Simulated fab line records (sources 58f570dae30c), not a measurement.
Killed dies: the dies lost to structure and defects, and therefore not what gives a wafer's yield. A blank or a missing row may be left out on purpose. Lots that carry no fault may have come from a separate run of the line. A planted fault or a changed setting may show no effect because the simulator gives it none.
A lot that was struck, set against a sound lot || flow berkeley-cmos170 || 25 out of 331 route steps
Sound: these wafers, L527.2, L527.5, L527.6. Wafers struck: L534.2, L534.3, L534.5. The cause is given at the end.
Order at every step that has rows: each side's tool, ch and its chambers, its first start. Under that, the readings that differ: sound wafers || struck wafers || difference of the means || sigmas: that difference in standard deviations of wafers without a fault.
alike: readings whose means differ by less than 2 such deviations, and words and numbers that are the same on both sides. not compared: withheld readings, readings that some wafer has no value for, bounds like >300 that may hide the same value, and numbers for which the record gives no deviation and whose values overlap.
Wherever a step has rows on one side only, a row that says differs or no value, or a row with sigmas, the two part there. Non-overlapping numbers with no deviation appear without sigmas and do not part them. Lack of a reading on every wafer of one side parts them only where that side has two or more wafers.

first, 4 steps without rows for these wafers: UCB170_PWELL_WET_ETCH_19 (etches Si3N4 in H3PO4, time 14400 s); UCB170_PWELL_WET_ETCH_20 (etches SiO2 in BOE, time 22 s); UCB170_WELLDRIVE_CLEAN_00 (cleans in SPM, time 600 s); UCB170_WELLDRIVE_OXIDATION_01 (target thk 199 nm, ox time 9000 s).
UCB170_WELLDRIVE_THK_MEAS_02:
  struck on film-metro-02, day 5 23:58; sound on film-metro-02, day 4 06:20
  alike: WELLDRIVE_OXIDE_THK
then, 5 steps without rows for these wafers: UCB170_WELLDRIVE_ANNEAL_03 (time 900 s); UCB170_WELLDRIVE_WET_ETCH_04 (etches SiO2 in BOE, time 120 s); UCB170_ACTIVE_CLEAN_00 (cleans in SPM, time 600 s); UCB170_ACTIVE_CLEAN_01 (cleans in dHF, time 60 s); UCB170_ACTIVE_OXIDATION_02 (target thk 26.4 nm, ox time 1260 s).
UCB170_ACTIVE_THK_MEAS_03:
  struck on film-metro-01, day 6 11:02; sound on film-metro-03, day 4 17:32
  alike: ACTIVE_OXIDE_THK
then, 1 step without rows for these wafers: UCB170_ACTIVE_ANNEAL_04 (time 900 s).
UCB170_ACTIVE_CVD_05: deposits Si3N4 from SiH2Cl2/NH3, target thk 220 nm, time 3300 s.
  sound on lpcvd-02 ch 0, day 4 22:46; struck on lpcvd-02 ch 1, day 6 18:51
  alike: sih2cl2-flow-sccm, spike-tc-centre-C
UCB170_ACTIVE_THK_MEAS_06:
  struck on film-metro-02, day 6 20:46; sound on film-metro-02, day 5 00:41
{"reading": "ACTIVE_NITRIDE_THK (nm)", "sound": "217.2 217.7 217.0", "struck": "427.8 430.3 430.8", "difference": "+212.3", "sigmas": "+97"}
then, 6 steps without rows for these wafers: UCB170_ACTIVE_HMDS_07 (prime time 60 s); UCB170_ACTIVE_COAT_08 (resist thk 900 nm); UCB170_ACTIVE_SOFTBAKE_09 (time 58.59 s); UCB170_ACTIVE_EXPOSE_10 (exposes mask ACTIVE, target cd 1200 nm); UCB170_ACTIVE_PEB_11; UCB170_ACTIVE_DEVELOP_12 (develop time 45 s).
UCB170_ACTIVE_CD_MEAS_13: the cd target is 1200 nm.
  struck on cd-sem-02, day 6 21:55; sound on cd-sem-02, day 5 03:36
  alike: cd-nm
UCB170_ACTIVE_OVL_MEAS_14:
  struck on overlay-02, day 6 22:05; sound on overlay-01, day 5 03:43
{"reading": "ACTIVE_OVL (nm)", "sound": "4 3 3", "struck": "-6 -9 -7", "difference": -11, "sigmas": -2}
UCB170_ACTIVE_ETCH_15: etches Si3N4 in CH3F/Ar/O2, stops on SiO2, target depth 242 nm, time 151 s.
  sound on rie-diel-01 ch 1,2, day 5 03:44; struck on rie-diel-01 ch 0,1,2, day 6 22:07
{"reading": "oes-product-au (a.u.)", "sound": "0.941 0.938 0.942", "struck": "1.005 0.995 0.986", "difference": "+0.055", "sigmas": "+4"}
{"reading": "model.etch.depth-nm (nm)", "sound": "217.4 217.6 216.9", "struck": "240.1 237.9 237.6", "difference": "+21.2", "sigmas": ""}
  alike: CH3F_flow_sccm, drypump-motor-current-A, throttle-valve-pct
  not compared: rf-hours-counter-h
UCB170_ACTIVE_STRIP_16: strips in O2.
  sound on plasma-asher-01 ch 0,1, day 5 03:50; struck on plasma-asher-03 ch 0,1, day 6 22:13
  alike: drypump-motor-current-A, o2-flow-sccm, oes-product-au, strip-time-to-endpoint-s
  not compared: rf-hours-counter-h
-- the record jumps here: 4 days lie between the struck wafers' starts before and after (it left off in module ACTIVE and takes up again in module M3, whose first step shown is number 331 of the route) --
UCB170_M3_PROBE_99:
  rows exist in the record for the struck wafers here (prober-01, day 10 19:55), but not for the sound ones

## WHERE THEY PART
Last at UCB170_M3_PROBE_99 as far as this record goes, first at UCB170_ACTIVE_THK_MEAS_06.

WHY: what had been put in by the simulator
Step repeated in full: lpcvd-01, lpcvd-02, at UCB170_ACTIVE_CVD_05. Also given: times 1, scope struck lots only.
